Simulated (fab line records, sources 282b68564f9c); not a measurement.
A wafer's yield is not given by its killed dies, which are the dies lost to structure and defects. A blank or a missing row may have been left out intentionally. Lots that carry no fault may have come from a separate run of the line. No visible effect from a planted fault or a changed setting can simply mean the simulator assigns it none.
fab line records	flow ritCmos
record lots=13	wafers=39	lastDay=7
route steps=202 shown ACTIVE@14 PWELL@48 GATE@89 NSD@140 M1@202
lots untouched by any fault: they come from a run of this same line in which no faults occurred
startH: hours from the record's opening day to when the first of the lot's shown wafers began	waitH: hours elapsed since this lot's preceding step	" unchanged from the row above	L1.1+2: several wafers, shown together as one row	- either no value or no given start	* or withheld: withheld	< > ~ a bound
route shown NAME@n: NAME is a module with steps in the file, n the number in the route of the first one	usual: mean/standard deviation taken from wafers without a fault	same: alike in all rows	chamber/n: place in a boat	sites: per-site readings	_std_site: standard deviation of those values	_edge_site: the outer-site mean with the inner-site mean subtracted	radiusMm: how far each site lies from the wafer's centre	mask NAME#n: copy n	behind: tool/chamber where the wafer was last shaped	hold: what put the lot on hold/how long, in hours/how the hold closed	device: transistor that didn't switch, given as n, p or np	end of line: tests of these same wafers at the route's end	a step with no rows: only its recipe	killed: dies that structure and defects cost at the first sort, which is not the same as the wafer's yield	map: a wafer's dies, x killed, . not, _ none there
set.NAME: the setting as run; set.NAME@STEP: as run at that earlier step	model.NAME: the simulator's own value behind a step, which no gauge read
one table for each step of the route and one row for each wafer, over a sample of lots
services: from which hour (startH, from the record's first day; less than 0 if before it) a tool's chamber was out of use, for how many hours, and why
## steps
# step RIT_ACTIVE_ETCH_13
# recipe stopOn=SiO2	chemistry=SF6	target=Si3N4	timeS=210	overEtchFrac=0.4	SF6_flow_sccm=200	pressureMtorr=260	rfW=125	targetDepthA=2100
# usual drypumpMotorCurrentA=5.8/0.42	oesProductAu=0.817/0.014	throttleValvePct=7.58/0.14
# same overEtchFrac=0.4
lot.wafer	tool	chamber	startH	waitH	drypumpMotorCurrentA	oesProductAu	rfHoursCounterH	throttleValvePct
L587.2	rieDiel-03	0	14.83	0.1	5.7	0.832	2	7.62
L587.4	"	2	"	"	5.3	0.815	9	7.52
L587.5	"	3	"	"	5.2	0.786	-	7.72
L589.1	rieDiel-02	1	25.24	0.1	5.7	0.816	29	7.61
L589.4	"	0	"	"	5.9	0.819	60	7.49
L589.6	"	3	"	"	6.2	0.823	-	7.50
L590.1	rieDiel-04	3	29.86	0.1	5.5	0.813	57	7.73
L590.4	"	0	"	"	6.2	0.814	2	7.72
L590.6	"	2	"	"	5.1	0.828	-	7.71
L599.2	rieDiel-02	1	74.74	0.1	5.6	0.823	30	7.60
L599.4	"	2	"	"	6.3	0.797	19	7.28
L599.5	"	3	"	"	6.2	0.830	-	7.50
L600.4	rieDiel-03	0	80.53	0.1	5.6	0.819	-	7.60
L600.5	"	3	"	"	5.2	0.793	-	7.72
L600.6	"	2	"	"	5.2	0.813	-	7.51
L601.1	rieDiel-04	1	85.37	0.1	6.1	0.838	136	7.70
L601.2	"	2	"	"	5.1	0.828	109	7.72
L601.3	"	0	"	"	6.2	0.807	3	7.70
L602.1	rieDiel-02	2	89.71	0.1	6.3	0.800	20	7.29
L602.4	"	3	"	"	6.2	0.825	-	7.50
L602.5	"	2	"	"	6.3	0.806	-	7.30
L604.1	rieDiel-04	0	99.83	0.1	6.2	0.818	3	7.70
L604.2	"	1	"	"	6.1	0.836	137	7.70
L604.6	"	1	"	"	6.1	0.844	-	7.70
L605.1	rieDiel-04	2	105.01	0.1	5.1	0.831	109	7.69
L605.3	"	0	"	"	6.2	0.824	3	7.72
L605.4	"	1	"	"	6.1	0.837	137	7.71
L606.1	rieDiel-02	1	109.71	0.1	5.7	0.812	30	7.60
L606.2	"	3	"	"	6.2	0.818	46	7.49
L606.4	"	0	"	"	5.9	0.818	62	7.50
L608.2	rieDiel-04	1	119.83	0.1	6.1	0.826	137	7.70
L608.4	"	3	"	"	5.4	0.808	58	7.72
L608.5	"	1	"	"	6.1	0.838	-	7.70
L609.1	rieDiel-04	1	124.71	0.1	6.1	0.828	137	7.69
L609.5	"	2	"	"	5.1	0.823	-	7.71
L609.6	"	3	"	"	5.4	0.808	-	7.71
L610.2	rieDiel-02	0	129.71	0.1	5.9	0.807	62	7.50
L610.3	"	2	"	"	6.3	0.794	21	7.30
L610.4	"	1	"	"	5.6	0.812	31	7.60
# step RIT_PWELL_STRIP_09
# recipe chemistry=O2	timeS=180	resist=NOVOLAK	platenTempC=withheld	powerW=500	pressureMtorr=4000	o2FlowSccm=4000
# usual drypumpMotorCurrentA=5.5/0.51	rfReflPowerW=7.8/1.3
lot.wafer	tool	chamber	startH	waitH	drypumpMotorCurrentA	rfHoursCounterH	rfReflPowerW
L587.2	plasmaAsher-03	0	22.27	0.1	5.1	40	8.8
L587.4	"	1	"	"	6.1	-	6.3
L587.5	"	1	"	"	6.1	-	6.3
L589.1	plasmaAsher-04	0	33.68	0.1	5.2	27	7.4
L589.4	"	0	"	"	5.2	-	7.6
L589.6	"	1	"	"	5.6	-	10.1
L590.1	plasmaAsher-02	0	37.42	0.1	6.3	32	6.9
L590.4	"	0	"	"	6.3	-	6.9
L590.6	"	0	"	"	6.3	-	6.8
L599.2	plasmaAsher-02	1	82.33	0.1	4.9	37	7.6
L599.4	"	0	"	"	6.3	-	7.0
L599.5	"	0	"	"	6.3	-	6.9
L600.4	plasmaAsher-04	1	88.15	0.1	5.6	-	9.6
L600.5	"	1	"	"	5.6	-	10.4
L600.6	"	0	"	"	5.2	-	7.5
L601.1	plasmaAsher-04	0	94.37	0.1	5.2	34	7.5
L601.2	"	1	"	"	5.6	34	9.8
L601.3	"	1	"	"	5.6	-	9.6
L602.1	plasmaAsher-04	1	97.29	0.1	5.6	34	10.4
L602.4	"	0	"	"	5.2	-	7.5
L602.5	"	1	"	"	5.6	-	10.2
L604.1	plasmaAsher-03	1	107.36	0.1	6.1	49	6.1
L604.2	"	0	"	"	5.2	49	8.8
L604.6	"	1	"	"	6.1	-	6.1
L605.1	plasmaAsher-04	1	113.16	0.1	5.6	36	9.9
L605.3	"	0	"	"	5.2	-	7.7
L605.4	"	1	"	"	5.6	-	10.2
L606.1	plasmaAsher-04	1	118.38	0.1	5.6	37	10.1
L606.2	"	0	"	"	5.2	37	7.6
L606.4	"	0	"	"	5.2	-	7.6
L608.2	plasmaAsher-02	1	127.32	0.1	4.8	1	7.2
L608.4	"	0	"	"	6.3	-	6.6
L608.5	"	1	"	"	4.9	-	7.3
L609.1	plasmaAsher-02	0	132.44	0.1	6.3	1	7.2
L609.5	"	0	"	"	6.3	-	7.1
L609.6	"	1	"	"	4.9	-	7.5
L610.2	plasmaAsher-04	0	137.19	0.1	5.2	39	7.6
L610.3	"	1	"	"	5.6	-	10.8
L610.4	"	0	"	"	5.2	-	7.6
# step RIT_GATE_EXPOSE_13
# recipe maskId=M6	na=0.6	sourceShape=conventional	sigmaOuter=0.6	targetCdNm=150	doseMj=380
# usual stageVelMmS=499.90/0.23
lot.wafer	tool	chamber	startH	waitH	mask	stageVelMmS
L587.2	ilineStepper-02	0	35.80	0.2	M6#0	499.45
L587.4	"	0	"	"	M6#0	499.73
L587.5	"	0	"	"	M6#0	499.90
L589.1	ilineStepper-01	0	46.33	0.1	M6#0	500.06
L589.4	"	0	"	"	M6#0	500.09
L589.6	"	0	"	"	M6#0	500.02
L590.1	ilineStepper-01	0	52.52	0.1	M6_R1#0	499.64
L590.4	"	0	"	"	M6_R1#0	499.92
L590.6	"	0	"	"	M6_R1#0	499.86
L599.2	ilineStepper-01	0	95.35	0.1	M6#0	499.97
L599.4	"	0	"	"	M6#0	499.80
L599.5	"	0	"	"	M6#0	500.22
L600.4	ilineStepper-02	0	102.39	0.2	M6#0	499.73
L600.5	"	0	"	"	M6#0	499.42
L600.6	"	0	"	"	M6#0	499.90
L601.1	ilineStepper-01	0	107.62	0.2	M6#0	500.29
L601.2	"	0	"	"	M6#0	500.15
L601.3	"	0	"	"	M6#0	500.34
L602.1	ilineStepper-01	0	110.51	0.1	M6#0	499.91
L602.4	"	0	"	"	M6#0	500.16
L602.5	"	0	"	"	M6#0	500.02
L604.1	ilineStepper-02	0	120.96	0.1	M6#0	499.77
L604.2	"	0	"	"	M6#0	499.73
L604.6	"	0	"	"	M6#0	499.79
L605.1	ilineStepper-01	0	126.06	0.2	M6#0	499.57
L605.3	"	0	"	"	M6#0	499.81
L605.4	"	0	"	"	M6#0	499.98
L606.1	ilineStepper-01	0	131.82	0.1	M6#0	499.86
L606.2	"	0	"	"	M6#0	500.01
L606.4	"	0	"	"	M6#0	499.86
L608.2	ilineStepper-01	0	141.52	0.2	M6#0	500.38
L608.4	"	0	"	"	M6#0	500.05
L608.5	"	0	"	"	M6#0	500.38
L609.1	ilineStepper-02	0	148.51	0.2	M6#0	499.64
L609.5	"	0	"	"	M6#0	499.95
L609.6	"	0	"	"	M6#0	499.65
L610.2	ilineStepper-01	0	152.82	0.2	M6#0	499.71
L610.3	"	0	"	"	M6#0	499.49
L610.4	"	0	"	"	M6#0	499.60
# step RIT_GATE_CD_MEAS_16
# recipe targetCdNm=150
# usual cdNm=149.6/2.4
lot.wafer	tool	chamber	startH	waitH	cdNm
L587.2	cdSem-01	-	36.20	-	147.7
L587.4	"	-	"	"	148.7
L587.5	"	-	"	"	147.5
L589.1	cdSem-01	-	46.73	-	145.6
L589.4	"	-	"	"	147.4
L589.6	"	-	"	"	148.7
L590.1	cdSem-02	-	52.92	-	137.0
L590.4	"	-	"	"	137.4
L590.6	"	-	"	"	134.8
L599.2	cdSem-01	-	95.75	-	150.4
L599.4	"	-	"	"	150.7
L599.5	"	-	"	"	151.3
L600.4	cdSem-02	-	102.79	-	145.8
L600.5	"	-	"	"	145.2
L600.6	"	-	"	"	146.8
L601.1	cdSem-01	-	108.02	-	148.0
L601.2	"	-	"	"	147.3
L601.3	"	-	"	"	148.2
L602.1	cdSem-02	-	110.91	-	147.8
L602.4	"	-	"	"	147.1
L602.5	"	-	"	"	150.8
L604.1	cdSem-02	-	121.36	-	151.1
L604.2	"	-	"	"	152.0
L604.6	"	-	"	"	149.0
L605.1	cdSem-01	-	126.55	-	150.4
L605.3	"	-	"	"	147.5
L605.4	"	-	"	"	148.7
L606.1	cdSem-01	-	132.22	-	149.2
L606.2	"	-	"	"	150.4
L606.4	"	-	"	"	150.9
L608.2	cdSem-02	-	142.01	-	150.0
L608.4	"	-	"	"	152.1
L608.5	"	-	"	"	148.2
L609.1	cdSem-02	-	148.91	-	150.3
L609.5	"	-	"	"	151.3
L609.6	"	-	"	"	151.1
L610.2	cdSem-02	-	153.22	-	153.6
L610.3	"	-	"	"	153.5
L610.4	"	-	"	"	152.9
# step RIT_NSD_STRIP_09
# recipe chemistry=O2	timeS=180	resist=NOVOLAK	platenTempC=withheld	powerW=500	pressureMtorr=4000	o2FlowSccm=4000
# usual drypumpMotorCurrentA=5.6/0.49	rfReflPowerW=7.1/1
lot.wafer	tool	chamber	startH	waitH	drypumpMotorCurrentA	rfHoursCounterH	rfReflPowerW
L587.2	plasmaAsher-03	1	46.94	0.1	6.0	43	6.5
L587.4	"	1	"	"	6.1	-	6.2
L587.5	"	0	"	"	5.2	-	8.9
L589.1	plasmaAsher-03	0	58.76	0.1	5.1	44	8.7
L589.4	"	1	"	"	6.0	-	6.6
L589.6	"	0	"	"	5.2	-	8.7
L590.1	plasmaAsher-02	1	63.48	0.1	4.9	35	7.4
L590.4	"	0	"	"	6.3	-	7.0
L590.6	"	0	"	"	6.3	-	7.1
L599.2	plasmaAsher-02	1	106.63	0.1	4.9	40	7.4
L599.4	"	0	"	"	6.3	-	6.8
L599.5	"	0	"	"	6.3	-	6.8
L600.4	plasmaAsher-01	1	113.40	0.1	5.6	-	5.5
L600.5	"	0	"	"	5.6	-	7.5
L600.6	"	1	"	"	5.7	-	5.4
L601.1	plasmaAsher-01	1	118.42	0.1	5.6	48	5.4
L601.2	"	0	"	"	5.6	48	7.2
L601.3	"	1	"	"	5.6	-	5.3
L602.1	plasmaAsher-02	0	122.91	0.1	6.3	0	6.9
L602.4	"	0	"	"	6.3	-	7.1
L602.5	"	0	"	"	6.3	-	7.4
L604.1	plasmaAsher-02	0	134.74	0.1	6.3	1	7.3
L604.2	"	1	"	"	4.9	1	7.4
L604.6	"	1	"	"	4.8	-	7.7
L605.1	plasmaAsher-03	1	137.54	0.1	6.1	53	6.4
L605.3	"	1	"	"	6.1	-	6.0
L605.4	"	0	"	"	5.2	-	8.5
L606.1	plasmaAsher-03	0	142.88	0.1	5.1	53	8.9
L606.2	"	1	"	"	6.0	53	6.5
L606.4	"	0	"	"	5.2	-	8.6
L608.2	plasmaAsher-01	1	154.40	0.1	5.6	52	5.7
L608.4	"	1	"	"	5.6	-	5.3
L608.5	"	1	"	"	5.6	-	5.4
L609.1	plasmaAsher-03	0	159.35	0.1	5.1	55	8.6
L609.5	"	0	"	"	5.2	-	8.7
L609.6	"	1	"	"	6.0	-	6.2
L610.2	plasmaAsher-01	0	164.62	0.1	5.6	53	7.4
L610.3	"	1	"	"	5.6	-	5.5
L610.4	"	0	"	"	5.6	-	7.2
# step RIT_M1_PROBE_99
# usual killedAtContacts=0.1/0.27	killedAtFrontEnd=7.2/2.9	killedDies=7.3/2.9	killedOpen=3.6/1.9	killedShort=3.8/1.9
# same grossDies=264	killed_at_M0_to_M3=0	killed_at_M4_up=0	killedAtBackSide=0	killedAtOther=0
lot.wafer	tool	chamber	startH	waitH	killedAtContacts	killedAtFrontEnd	killedDies	killedOpen	killedShort
L590.1	prober-02	-	73.56	0.1	0	15	15	7	7
L590.6	prober-02	-	73.81	0.2	0	9	9	4	4
# killed by level:class
L590.1 REOX:geometricParticle:short=4 GATE:geometricParticle:short=3 GATE:geometricParticle:open=3 SILICIDE:geometricParticle:open=3 FOX1:geometricParticle:open=1 GATE:areaExpose=1
L590.6 GATE:geometricParticle:open=2 GATE:geometricParticle:short=2 FOX1:geometricParticle:short=1 SPACER:geometricParticle:open=1 SILICIDE:geometricParticle:short=1 SILICIDE:geometricParticle:open=1 GATE:areaExpose=1
## services
tool	chamber	startH	hours	kind
ilineStepper-01	-	-4.19	1.7	pm
rieDiel-03	0	-3.84	7.6	repair
rieDiel-04	2	2.87	2.6	repair
ilineStepper-02	-	17.27	1.7	pm
rieDiel-03	1	18.28	2.7	repair
plasmaAsher-01	-	27.66	2.8	pm
plasmaAsher-01	-	31.34	1.6	repair
rieDiel-02	0	32.96	7.6	repair
rieDiel-02	2	47.53	3.1	repair
rieDiel-02	0	54.83	2.9	repair
rieDiel-03	1	76.94	5.7	repair
plasmaAsher-01	-	83.32	14.6	pm
rieDiel-02	1	86.78	10.0	repair
rieDiel-02	3	92.04	7.8	repair
plasmaAsher-02	-	108.75	9.0	pm
plasmaAsher-02	0	108.75	9.0	ventCycle
rieDiel-04	3	109.86	1.9	repair
rieDiel-03	2	116.15	2.5	repair
plasmaAsher-02	-	117.75	2.8	pm
rieDiel-03	-	120.86	4.3	pm
ilineStepper-01	-	135.02	2.7	repair
rieDiel-03	3	146.38	4.0	repair
rieDiel-02	0	147.44	1.9	repair
rieDiel-04	3	160.35	4.1	repair
## key
firstSign step=RIT_GATE_EXPOSE_13	reading=mask	direction=changed
effect step=RIT_GATE_CD_MEAS_16	reading=cdNm	direction=down	sigmas=5.4	usual=149.6	struck=136.4
metAt RIT_GATE_EXPOSE_13
struckLots L590
testerLeftOut L590
notActingAt RIT_ACTIVE_ETCH_13,RIT_PWELL_STRIP_09,RIT_NSD_STRIP_09
onsetBetween 46.33 52.52
fault kind=wrongMask	tool=any	chamber=-	onsetH=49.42	steps=RIT_GATE_EXPOSE_13	auxCopy=M6_R1#0	cdOffsetNm=-12	scope=struckLotsOnly
# testerLeftOut: of these lots the tester's yield and bins aren't shown, on N5 and GAA mostly nor the transistor test; their killed dies are dies lost to structure and defects alone, not to doping, threshold or leakage, so they don't give the yield
